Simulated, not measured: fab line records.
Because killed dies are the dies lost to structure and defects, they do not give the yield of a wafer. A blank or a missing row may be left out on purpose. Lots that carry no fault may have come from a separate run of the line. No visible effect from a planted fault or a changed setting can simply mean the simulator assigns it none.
fab line records	flow rit-cmos
record: lots: 6	wafers: 18	last-day: 5
route steps=202 shown NLDD@110 PLDD@114 SPACER@125 NSD@131 PSD@142 M1@202
lots that met no fault: from a run of the same line without faults
start-h: start of the lot's first displayed wafer, in hours after the record's first day	wait-h: hours elapsed since this lot's preceding step	" as in the row above	L1.1+2: a row that stands for several wafers	- no value, or no start was given	* or withheld: withheld	< > ~ a bound
route shown NAME@n: names a module that has steps shown in the file, with the first one's number in the route	usual: the fault-free wafers' mean and standard deviation	same: alike in all rows	chamber/n: place in a boat	sites: per-site readings	_std_site: standard deviation across them	_edge_site: outer sites' mean less inner sites'	radius-mm: for every site, how far away it sits from the centre of the wafer	mask NAME#n: copy n	behind: the most recent tool/chamber to have shaped the wafer	hold: why the lot was held/for how many hours/how that ended	device: whichever transistor did not switch (one of n, p or np)	end of line: the same wafers' tests at the end of the route	a step with no rows: only its recipe	killed: the dies lost at the first sort to structure and to defects; this is not the yield of the wafer	map: the dies of a wafer, with x for killed, . for not killed, _ for no die there
set.NAME: the setting the step ran with; set.NAME@STEP: the setting that earlier step ran with	model.NAME: the simulator's own value behind a step, which no gauge read
lots seen at some steps along the route; tables by step, rows by wafer
services: when a tool's chamber went out of use (start-h, in hours from the record's first day, below 0 if earlier), for how many hours, and the reason
== steps ==
step: RIT_NLDD_HARDBAKE_07
recipe: resist: NOVOLAK	temp-c: 139.2	time-s: 60
step: RIT_NLDD_IMPLANT_08
recipe: species: P	energy-kev: 20	dose-cm2: 5e+14	tilt-deg: 7
step: RIT_NLDD_STRIP_09
recipe: chemistry: O2	time-s: 180	resist: NOVOLAK	platen-temp-c: withheld	power-w: 500	pressure-mtorr: 4000	o2-flow-sccm: 4000
usual: drypump-motor-current-A: 5.8/0.31
lot.wafer	tool	chamber	start-h	wait-h	drypump-motor-current-A	rf-hours-counter-h
L183.2	plasma-asher-02	0	72.47	0.1	6.0	27
L183.4	"	1	"	"	5.3	-
L183.6	"	0	"	"	6.0	-
L184.3	plasma-asher-04	1	80.72	0.1	5.8	-
L184.4	"	0	"	"	5.7	-
L184.5	"	1	"	"	5.8	-
L186.1	plasma-asher-03	0	89.24	0.1	6.1	45
L186.2	"	1	"	"	6.0	45
L186.3	"	0	"	"	6.1	-
L187.1	plasma-asher-02	0	96.77	0.1	6.0	30
L187.3	"	0	"	"	6.0	-
L187.6	"	1	"	"	5.3	-
L191.1	plasma-asher-03	1	112.64	0.2	6.0	48
L191.2	"	0	"	"	6.1	48
L191.3	"	1	"	"	6.0	-
L192.2	plasma-asher-02	1	115.77	0.1	5.3	33
L192.3	"	1	"	"	5.4	-
L192.4	"	0	"	"	6.0	-
step: RIT_NLDD_TW_MEAS_10
usual: NLDD_TW: 2508/13
lot.wafer	tool	chamber	start-h	wait-h	NLDD_TW
L183.2	film-metro-03	-	72.66	0.1	2500
L183.4	"	-	"	"	2502
L183.6	"	-	"	"	2492
L184.3	film-metro-02	-	80.86	0.1	2523
L184.4	"	-	"	"	2532
L184.5	"	-	"	"	2518
L186.1	film-metro-02	-	89.42	0.1	2515
L186.2	"	-	"	"	2520
L186.3	"	-	"	"	2505
L187.1	film-metro-01	-	96.94	0.1	2534
L187.3	"	-	"	"	2527
L187.6	"	-	"	"	2531
L191.1	film-metro-01	-	112.82	0.1	2519
L191.2	"	-	"	"	2535
L191.3	"	-	"	"	2518
L192.2	film-metro-02	-	115.96	0.1	2517
L192.3	"	-	"	"	2517
L192.4	"	-	"	"	2510
step: RIT_PLDD_HMDS_00
recipe: prime-time-s: 60	prime-temp-c: 140
step: RIT_PLDD_COAT_01
recipe: resist: NOVOLAK	spin-rpm: 3250	resist-thk-nm: 1000
step: RIT_PLDD_SOFTBAKE_02
recipe: resist: NOVOLAK	temp-c: 90	time-s: 60
step: RIT_PLDD_EXPOSE_03
recipe: mask-id: M8	na: 0.57	target-cd-nm: 40900	dose-mj: 250
step: RIT_PLDD_PEB_04
recipe: resist: NOVOLAK	temp-c: withheld	time-s: withheld
step: RIT_PLDD_DEVELOP_05
recipe: resist: NOVOLAK	develop-time-s: 50	dev-temp-c: 23
step: RIT_PLDD_OVL_MEAS_06
usual: PLDD_OVL: 0.2/1.3
lot.wafer	tool	chamber	start-h	wait-h	PLDD_OVL[nm]
L183.2	overlay-02	-	73.57	-	2.8
L183.4	"	-	"	"	-0.7
L183.6	"	-	"	"	-1.5
L184.3	overlay-02	-	81.88	-	0.0
L184.4	"	-	"	"	-1.2
L184.5	"	-	"	"	-0.3
L186.1	overlay-01	-	90.45	-	-0.6
L186.2	"	-	"	"	-1.4
L186.3	"	-	"	"	-0.2
L187.1	overlay-02	-	97.98	-	1.0
L187.3	"	-	"	"	-0.1
L187.6	"	-	"	"	-0.4
L191.1	overlay-01	-	113.73	-	1.2
L191.2	"	-	"	"	0.0
L191.3	"	-	"	"	-1.2
L192.2	overlay-02	-	116.99	-	1.8
L192.3	"	-	"	"	0.5
L192.4	"	-	"	"	2.1
step: RIT_PLDD_HARDBAKE_07
recipe: resist: NOVOLAK	temp-c: 140	time-s: 60
step: RIT_PLDD_IMPLANT_08
recipe: species: BF2	energy-kev: 20	dose-cm2: 9e+14	tilt-deg: 7.148
lot.wafer	tool	chamber	start-h	wait-h
L183.2+4+6	implanter-02	0	73.77	0.1
L184.3+4+5	implanter-01	0	82.11	0.1
L186.1+2+3	implanter-02	0	90.64	0.1
L186.1+2+3	implanter-02	0	90.95	0.3
L187.1+3+6	implanter-01	0	98.16	0.1
L191.1+2+3	implanter-01	0	113.92	0.1
L191.1+2+3	implanter-01	0	114.23	0.3
L192.2+3+4	implanter-02	0	117.19	0.1
step: RIT_PLDD_STRIP_09
recipe: chemistry: O2	time-s: 180	resist: NOVOLAK	platen-temp-c: withheld	power-w: 500	pressure-mtorr: 4000	o2-flow-sccm: 4000
usual: drypump-motor-current-A: 5.8/0.33
lot.wafer	tool	chamber	start-h	wait-h	drypump-motor-current-A	rf-hours-counter-h
L183.2	plasma-asher-01	1	73.90	0.1	6.1	42
L183.4	"	1	"	"	6.1	-
L183.6	"	1	"	"	6.1	-
L184.3	plasma-asher-02	1	82.27	0.1	5.3	-
L184.4	"	0	"	"	6.0	-
L184.5	"	0	"	"	6.0	-
L186.1	plasma-asher-01	0	91.10	0.1	5.4	42
L186.2	"	1	"	"	6.1	42
L186.3	"	1	"	"	6.1	-
L187.1	plasma-asher-01	0	98.31	0.1	5.4	43
L187.3	"	0	"	"	5.4	-
L187.6	"	1	"	"	6.1	-
L191.1	plasma-asher-02	1	114.38	0.1	5.3	32
L191.2	"	0	"	"	6.0	32
L191.3	"	1	"	"	5.3	-
L192.2	plasma-asher-01	0	117.32	0.1	5.4	45
L192.3	"	0	"	"	5.4	-
L192.4	"	1	"	"	6.1	-
step: RIT_PLDD_TW_MEAS_10
usual: PLDD_TW: 2365/11
lot.wafer	tool	chamber	start-h	wait-h	PLDD_TW
L183.2	film-metro-02	-	74.08	0.1	2373
L183.4	"	-	"	"	2366
L183.6	"	-	"	"	2362
L184.3	film-metro-01	-	82.40	0.1	2380
L184.4	"	-	"	"	2375
L184.5	"	-	"	"	2378
L186.1	film-metro-01	-	91.28	0.1	2780
L186.2	"	-	"	"	2778
L186.3	"	-	"	"	2789
L187.1	film-metro-02	-	98.49	0.1	2379
L187.3	"	-	"	"	2369
L187.6	"	-	"	"	2358
L191.1	film-metro-02	-	114.64	0.2	2782
L191.2	"	-	"	"	2770
L191.3	"	-	"	"	2780
L192.2	film-metro-01	-	117.50	0.1	2383
L192.3	"	-	"	"	2385
L192.4	"	-	"	"	2386
step: RIT_SPACER_CLEAN_00
recipe: chemistry: SC1	mix: 3:3:50	time-s: 600	temp-c: 75
step: RIT_SPACER_CLEAN_01
recipe: chemistry: dHF	dilution: 50:1	time-s: 30
step: RIT_SPACER_CLEAN_02
recipe: chemistry: SC2	mix: 3:3:50	time-s: 600	temp-c: 75	dry: n2-spin
step: RIT_SPACER_CVD_03
recipe: material: Si3N4	target-thk-nm: 250	temp-c: 810	precursor: SiH2Cl2/NH3	time-s: 3300	pressure-mtorr: 300	sih2cl2-flow-sccm: 60	nh3-flow-sccm: 150
step: RIT_SPACER_THK_MEAS_04
recipe: reads: Si3N4_of_SPACER_CVD_03
usual: SPACER_NITRIDE_THK: 250.5/2.1
lot.wafer	tool	chamber	start-h	wait-h	SPACER_NITRIDE_THK[nm]
L183.2	film-metro-04	-	76.46	0.0	250.8
L183.4	"	-	"	"	252.1
L183.6	"	-	"	"	250.1
L184.3	film-metro-02	-	84.75	0.0	246.2
L184.4	"	-	"	"	247.5
L184.5	"	-	"	"	247.1
L186.1	film-metro-02	-	93.64	0.0	250.9
L186.2	"	-	"	"	250.8
L186.3	"	-	"	"	252.5
L187.1	film-metro-02	-	100.83	0.0	247.2
L187.3	"	-	"	"	249.5
L187.6	"	-	"	"	247.8
L191.1	film-metro-02	-	117.11	0.1	254.2
L191.2	"	-	"	"	253.5
L191.3	"	-	"	"	255.0
L192.2	film-metro-01	-	119.85	0.0	249.6
L192.3	"	-	"	"	249.2
L192.4	"	-	"	"	250.2
step: RIT_SPACER_ETCHBACK_05
recipe: target-depth-a: 2500	SF6_flow_sccm: 30	CHF3_flow_sccm: 30	target: Si3N4	chemistry: SF6/CHF3	pressure-mtorr: 40	rf-w: 250	time-s: 240	stop-on: SiO2
usual: drypump-motor-current-A: 5.8/0.5	oes-product-au: 0.845/0.015	throttle-valve-pct: 10.30/0.13
lot.wafer	tool	chamber	start-h	wait-h	drypump-motor-current-A	oes-product-au	rf-hours-counter-h	throttle-valve-pct
L183.2	rie-diel-01	2	76.51	0.0	6.7	0.835	29	10.18
L183.4	"	3	"	"	5.8	0.866	21	10.41
L183.6	"	0	"	"	5.5	0.864	-	10.52
L184.3	rie-diel-01	1	84.79	0.0	5.2	0.836	82	10.40
L184.4	"	0	"	"	5.5	0.847	140	10.54
L184.5	"	1	"	"	5.1	0.837	-	10.38
L186.1	rie-diel-04	2	93.70	0.1	5.8	0.822	119	10.24
L186.2	"	1	"	"	6.1	0.836	101	10.42
L186.3	"	0	"	"	5.7	0.854	74	10.29
L187.1	rie-diel-04	3	100.89	0.1	6.3	0.857	59	10.24
L187.3	"	0	"	"	5.7	0.844	75	10.27
L187.6	"	0	"	"	5.7	0.848	-	10.27
L191.1	rie-diel-01	2	117.17	0.1	6.7	0.846	30	10.19
L191.2	"	3	"	"	5.8	0.876	22	10.40
L191.3	"	1	"	"	5.1	0.873	83	10.39
L192.2	rie-diel-01	1	119.90	0.0	5.2	0.850	83	10.39
L192.3	"	2	"	"	6.7	0.821	30	10.17
L192.4	"	0	"	"	5.5	0.844	141	10.52
step: RIT_NSD_HMDS_00
recipe: prime-time-s: 60	prime-temp-c: 140
step: RIT_NSD_COAT_01
recipe: resist: NOVOLAK	spin-rpm: 3250	resist-thk-nm: 1000
step: RIT_NSD_SOFTBAKE_02
recipe: resist: NOVOLAK	temp-c: 90	time-s: 60
step: RIT_NSD_EXPOSE_03
recipe: mask-id: M9	na: 0.57	target-cd-nm: 40700	dose-mj: 250
step: RIT_NSD_PEB_04
recipe: resist: NOVOLAK	temp-c: withheld	time-s: withheld
step: RIT_NSD_DEVELOP_05
recipe: resist: NOVOLAK	develop-time-s: 50	dev-temp-c: 23
step: RIT_NSD_OVL_MEAS_06
usual: NSD_OVL: 0.2/1.4
lot.wafer	tool	chamber	start-h	wait-h	NSD_OVL[nm]
L183.2	overlay-02	-	77.51	-	1.6
L183.4	"	-	"	"	1.7
L183.6	"	-	"	"	1.9
L184.3	overlay-02	-	85.94	-	-1.7
L184.4	"	-	"	"	-1.7
L184.5	"	-	"	"	-1.9
L186.1	overlay-01	-	94.79	-	1.3
L186.2	"	-	"	"	3.1
L186.3	"	-	"	"	1.2
L187.1	overlay-01	-	102.22	-	-0.9
L187.3	"	-	"	"	0.5
L187.6	"	-	"	"	0.0
L191.1	overlay-02	-	118.69	-	0.1
L191.2	"	-	"	"	0.1
L191.3	"	-	"	"	-0.3
L192.2	overlay-02	-	121.03	-	1.1
L192.3	"	-	"	"	0.7
L192.4	"	-	"	"	0.0
step: RIT_NSD_HARDBAKE_07
recipe: resist: NOVOLAK	temp-c: 140	time-s: 60
step: RIT_NSD_IMPLANT_08
recipe: species: P	energy-kev: 24.73	dose-cm2: 1e+15	tilt-deg: 7
step: RIT_NSD_STRIP_09
recipe: chemistry: O2	time-s: 180	resist: NOVOLAK	platen-temp-c: withheld	power-w: 500	pressure-mtorr: 4000	o2-flow-sccm: 4000
usual: drypump-motor-current-A: 5.74/0.28
lot.wafer	tool	chamber	start-h	wait-h	drypump-motor-current-A	rf-hours-counter-h
L183.2	plasma-asher-02	1	77.84	0.1	5.33	27
L183.4	"	0	"	"	6.04	-
L183.6	"	0	"	"	6.02	-
L184.3	plasma-asher-02	0	86.32	0.1	6.03	-
L184.4	"	1	"	"	5.33	-
L184.5	"	1	"	"	5.34	-
L186.1	plasma-asher-04	1	95.36	0.1	5.79	48
L186.2	"	0	"	"	5.75	48
L186.3	"	0	"	"	5.72	-
L187.1	plasma-asher-04	1	102.56	0.1	5.83	49
L187.3	"	0	"	"	5.74	-
L187.6	"	1	"	"	5.79	-
L191.1	plasma-asher-04	0	119.04	0.1	5.70	0
L191.2	"	1	"	"	5.77	0
L191.3	"	1	"	"	5.78	-
L192.2	plasma-asher-02	1	121.36	0.1	5.34	33
L192.3	"	1	"	"	5.34	-
L192.4	"	0	"	"	6.04	-
step: RIT_NSD_TW_MEAS_10
usual: NSD_TW: 3135/16
lot.wafer	tool	chamber	start-h	wait-h	NSD_TW
L183.2	film-metro-01	-	78.03	0.1	3147
L183.4	"	-	"	"	3161
L183.6	"	-	"	"	3157
L184.3	film-metro-01	-	86.46	0.1	3155
L184.4	"	-	"	"	3145
L184.5	"	-	"	"	3144
L186.1	film-metro-01	-	95.53	0.1	3153
L186.2	"	-	"	"	3134
L186.3	"	-	"	"	3153
L187.1	film-metro-03	-	102.73	0.1	3125
L187.3	"	-	"	"	3123
L187.6	"	-	"	"	3134
L191.1	film-metro-02	-	119.21	0.1	3141
L191.2	"	-	"	"	3153
L191.3	"	-	"	"	3133
L192.2	film-metro-02	-	121.54	0.1	3151
L192.3	"	-	"	"	3152
L192.4	"	-	"	"	3171
step: RIT_PSD_HMDS_00
recipe: prime-time-s: 60	prime-temp-c: 140
step: RIT_PSD_COAT_01
recipe: resist: NOVOLAK	spin-rpm: 3250	resist-thk-nm: 1000
step: RIT_PSD_SOFTBAKE_02
recipe: resist: NOVOLAK	temp-c: 90	time-s: 60
step: RIT_PSD_EXPOSE_03
recipe: mask-id: M10	na: 0.57	target-cd-nm: 40900	dose-mj: 250
step: RIT_PSD_PEB_04
recipe: resist: NOVOLAK	temp-c: withheld	time-s: withheld
step: RIT_PSD_DEVELOP_05
recipe: resist: NOVOLAK	develop-time-s: 50	dev-temp-c: 23
step: RIT_PSD_OVL_MEAS_06
usual: PSD_OVL: 0.3/1.4
lot.wafer	tool	chamber	start-h	wait-h	PSD_OVL[nm]
L183.2	overlay-01	-	78.93	-	-2.1
L183.4	"	-	"	"	-1.7
L183.6	"	-	"	"	-2.6
L184.3	overlay-02	-	87.69	-	0.7
L184.4	"	-	"	"	3.1
L184.5	"	-	"	"	2.7
L186.1	overlay-01	-	96.51	-	0.5
L186.2	"	-	"	"	1.1
L186.3	"	-	"	"	1.5
L187.1	overlay-01	-	103.72	-	1.9
L187.3	"	-	"	"	0.1
L187.6	"	-	"	"	1.2
L191.1	overlay-02	-	120.63	-	-0.8
L191.2	"	-	"	"	-2.6
L191.3	"	-	"	"	-1.1
L192.2	overlay-01	-	122.66	-	1.0
L192.3	"	-	"	"	-0.2
L192.4	"	-	"	"	-0.9
step: RIT_PSD_HARDBAKE_07
recipe: resist: NOVOLAK	temp-c: 139.6	time-s: 60
step: RIT_PSD_IMPLANT_08
recipe: species: BF2	energy-kev: 27	dose-cm2: 5e+15	tilt-deg: 7
step: RIT_PSD_STRIP_09
recipe: chemistry: O2	time-s: 180	resist: NOVOLAK	platen-temp-c: withheld	power-w: 500	pressure-mtorr: 4000	o2-flow-sccm: 4000
usual: drypump-motor-current-A: 5.87/0.26
lot.wafer	tool	chamber	start-h	wait-h	drypump-motor-current-A	rf-hours-counter-h
L183.2	plasma-asher-04	1	79.26	0.1	5.78	46
L183.4	"	1	"	"	5.80	-
L183.6	"	0	"	"	5.73	-
L184.3	plasma-asher-04	0	88.08	0.1	5.77	-
L184.4	"	1	"	"	5.81	-
L184.5	"	0	"	"	5.75	-
L186.1	plasma-asher-01	0	96.92	0.1	5.40	43
L186.2	"	1	"	"	6.13	43
L186.3	"	0	"	"	5.40	-
L187.1	plasma-asher-04	0	104.06	0.1	5.77	49
L187.3	"	1	"	"	5.83	-
L187.6	"	1	"	"	5.82	-
L191.1	plasma-asher-01	0	120.96	0.1	5.42	45
L191.2	"	1	"	"	6.11	45
L191.3	"	0	"	"	5.39	-
L192.2	plasma-asher-01	1	122.99	0.1	6.15	45
L192.3	"	0	"	"	5.42	-
L192.4	"	1	"	"	6.13	-
step: RIT_SDANNEAL_RS_MEAS_06
recipe: thk-meas-gauge: four-point-probe
usual: PLDD_RS: 178.6/0.54
lot.wafer	tool	chamber	start-h	wait-h	PLDD_RS[ohm/sq]
L183.2	film-metro-03	-	80.18	0.1	179.3
L183.4	"	-	"	"	178.5
L183.6	"	-	"	"	179.0
L184.3	film-metro-01	-	88.97	0.1	178.5
L184.4	"	-	"	"	178.7
L184.5	"	-	"	"	178.4
L186.1	film-metro-02	-	97.95	0.1	151.4
L186.2	"	-	"	"	152.4
L186.3	"	-	"	"	152.0
L187.1	film-metro-01	-	104.96	0.1	178.7
L187.3	"	-	"	"	179.3
L187.6	"	-	"	"	178.9
L191.1	film-metro-01	-	122.15	0.1	152.0
L191.2	"	-	"	"	152.3
L191.3	"	-	"	"	152.4
L192.2	film-metro-03	-	123.91	0.1	179.2
L192.3	"	-	"	"	178.5
L192.4	"	-	"	"	178.5
step: RIT_M1_PROBE_99
usual: killed-at-contacts: 0.1/0.32	killed-at-front-end: 6.7/2.9	killed-dies: 6.8/2.9	killed-on-rim: 1.8/1.4	killed-open: 3.3/1.7	killed-short: 3.4/2.1
same: gross-dies: 264	killed_at_M0_to_M3: 0	killed_at_M4_up: 0	killed-at-back-side: 0	killed-at-other: 0
lot.wafer	tool	chamber	start-h	wait-h	killed-at-contacts	killed-at-front-end	killed-dies	killed-on-rim	killed-open	killed-short
L186.1	prober-01	-	105.78	0.1	1	8	9	4	5	4
L186.2	prober-01	-	105.83	0.1	0	6	6	1	1	5
L186.3	prober-01	-	105.88	0.2	0	1	1	0	1	0
L191.1	prober-02	-	130.06	0.1	0	4	4	0	3	1
L191.2	prober-02	-	130.11	0.1	0	6	6	1	1	5
L191.3	prober-02	-	130.16	0.2	0	7	7	1	4	3
killed by level:class
L186.1 FOX1:geometric-particle:short=2 FOX1:geometric-particle:open=2 SPACER:geometric-particle:open=2 ACTIVE:geometric-particle:open=1 REOX:geometric-particle:short=1 CONTACT:geometric-particle:short=1
L186.2 FOX1:geometric-particle:short=3 SPACER:geometric-particle:short=2 FOX1:geometric-particle:open=1
L186.3 FOX2:geometric-particle:open=1
L191.1 GATE:geometric-particle:open=3 GATE:geometric-particle:short=1
L191.2 GATE:geometric-particle:short=3 FOX1:geometric-particle:short=1 GATE:geometric-particle:open=1 SILICIDE:geometric-particle:short=1
L191.3 GATE:geometric-particle:open=2 FOX1:geometric-particle:short=1 GATE:geometric-particle:short=1 REOX:geometric-particle:open=1 REOX:geometric-particle:short=1 SILICIDE:geometric-particle:open=1
== services ==
tool	chamber	start-h	hours	kind
implanter-01	-	60.20	2.7	pm
rie-diel-04	-	61.42	0.1	repair
plasma-asher-01	-	74.94	15.6	pm
plasma-asher-01	-	106.05	2.8	repair
rie-diel-04	-	107.91	2.8	pm
plasma-asher-04	-	108.81	9.0	pm
plasma-asher-04	0	108.81	9.0	vent-cycle
plasma-asher-04	1	108.81	9.0	vent-cycle
plasma-asher-02	-	116.39	3.3	repair
plasma-asher-04	0	117.81	-	clean
plasma-asher-04	1	117.81	-	clean
implanter-02	-	119.42	4.1	repair
== key ==
first-sign: step: RIT_PLDD_IMPLANT_08	reading: visit	direction: added
effect: step: RIT_PLDD_TW_MEAS_10	reading: PLDD_TW	direction: up	sigmas: 39	usual: 2365	struck: 2780
effect: step: RIT_SDANNEAL_RS_MEAS_06	reading: PLDD_RS	direction: down	sigmas: 49	usual: 178.6	struck: 152.1
met-at RIT_PLDD_IMPLANT_08
struck-wafers L186.1,L186.2,L186.3,L191.1,L191.2,L191.3
tester-left-out L186,L191
fault: kind: repeated-step-whole	tool: implanter-01,implanter-02,implanter-04	chamber: -	onset-h: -	steps: RIT_PLDD_IMPLANT_08	times: 1	scope: struck-lots-only
tester-left-out: of these lots the tester's yield and bins aren't shown, on N5 and GAA mostly nor the transistor test; their killed dies are dies lost to structure and defects alone, not to doping, threshold or leakage, so they don't give the yield
